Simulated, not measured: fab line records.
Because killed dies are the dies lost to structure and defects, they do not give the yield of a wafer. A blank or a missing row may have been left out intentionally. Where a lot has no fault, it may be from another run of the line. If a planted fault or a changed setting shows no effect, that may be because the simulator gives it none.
2 desks, one fault || flow berkeley cmos170 || each desk has only its own numbers; what lay behind them comes last

## DESK OF THE TOOL OWNER: pvd sputter-04
The tool's own readings at UCB170_M1_SPUTTER_00 (material Al, target thk 600 nm, time 80 s): means of the sampled wafers that have a number, for each lot that ran on this tool. Marked OUT: a lot whose mean sits more than 4 standard deviations from the usual mean, which makes it out of limits; the brackets give that distance.
Columns: A = throttle valve pct at UCB170_M1_SPUTTER_00, usual 29.9 %
{"lot": "L981", "first seen here": "day 7 23:02", "A": 30.0}
{"lot": "L985", "first seen here": "day 8 07:01", "A": 30.1}
{"lot": "L986", "first seen here": "day 8 09:38", "A": 30.6}
{"lot": "L996", "first seen here": "day 11 01:30", "A": 29.7}
{"lot": "L998", "first seen here": "day 11 04:27", "A": 30.2}
This desk's finding: nothing out of limits on any of the 5 lots.

## METROLOGY DESK
Means of the sampled wafers that have a number, per lot and without regard to the tool the lot ran on: this is what the gauges read. Marked OUT: a lot whose mean sits more than 4 standard deviations from the usual mean, which makes it out of limits; the brackets give that distance.
Columns: A = M1_AL_RS at UCB170_M1_RS_MEAS_01, usual 0.0486 ohm/sq; B = M1_AL_THK at UCB170_M1_THK_MEAS_02, usual 605 nm
{"lot": "L982", "first seen here": "day 7 21:49", "A": 0.0488, "B": 603}
{"lot": "L981", "first seen here": "day 7 23:06", "A": 0.0483, "B": 606}
{"lot": "L983", "first seen here": "day 8 01:55", "A": 0.0492, "B": 598}
{"lot": "L985", "first seen here": "day 8 07:05", "A": 0.0485, "B": 606}
{"lot": "L984", "first seen here": "day 8 08:15", "A": 0.0485, "B": 605}
{"lot": "L986", "first seen here": "day 8 09:41", "A": 0.0488, "B": 601}
{"lot": "L987", "first seen here": "day 8 15:34", "A": 0.0487, "B": 601}
{"lot": "L996", "first seen here": "day 11 01:34", "A": "0.0330 (-36) OUT", "B": "978 (+60) OUT"}
{"lot": "L998", "first seen here": "day 11 04:32", "A": "0.0409 (-17) OUT", "B": "786 (+29) OUT"}
{"lot": "L100", "first seen here": "day 11 23:02", "A": 0.0489, "B": 608}
{"lot": "L101", "first seen here": "day 12 01:03", "A": 0.0483, "B": 606}
{"lot": "L104", "first seen here": "day 12 13:47", "A": 0.0492, "B": 595}
{"lot": "L103", "first seen here": "day 12 14:21", "A": 0.0492, "B": 596}
Finding of this desk: L996, L998 out of limits, first seen on L996 at day 11 01:34 (M1_AL_RS at UCB170_M1_RS_MEAS_01). Within limits: L982, L981, L983, L985, L984, L986, L987, L100, L101, L104, L103.

## PUT TOGETHER
An alarm was possible from the metrology desk at day 11 01:34, on L996, L998.
The tool owner's desk saw nothing out of limits.
The tool owner's desk has L996, L998 on record, within its limits.
All the named lots went through UCB170_M1_SPUTTER_00 on pvd sputter-04.

## WHAT THE SIMULATOR HAD INSERTED
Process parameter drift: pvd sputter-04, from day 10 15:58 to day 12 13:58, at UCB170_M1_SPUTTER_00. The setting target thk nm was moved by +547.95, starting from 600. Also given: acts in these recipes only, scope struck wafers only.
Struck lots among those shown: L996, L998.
Delay in hours, fault start to first out-of-limits reading, per desk: metrology desk 10.
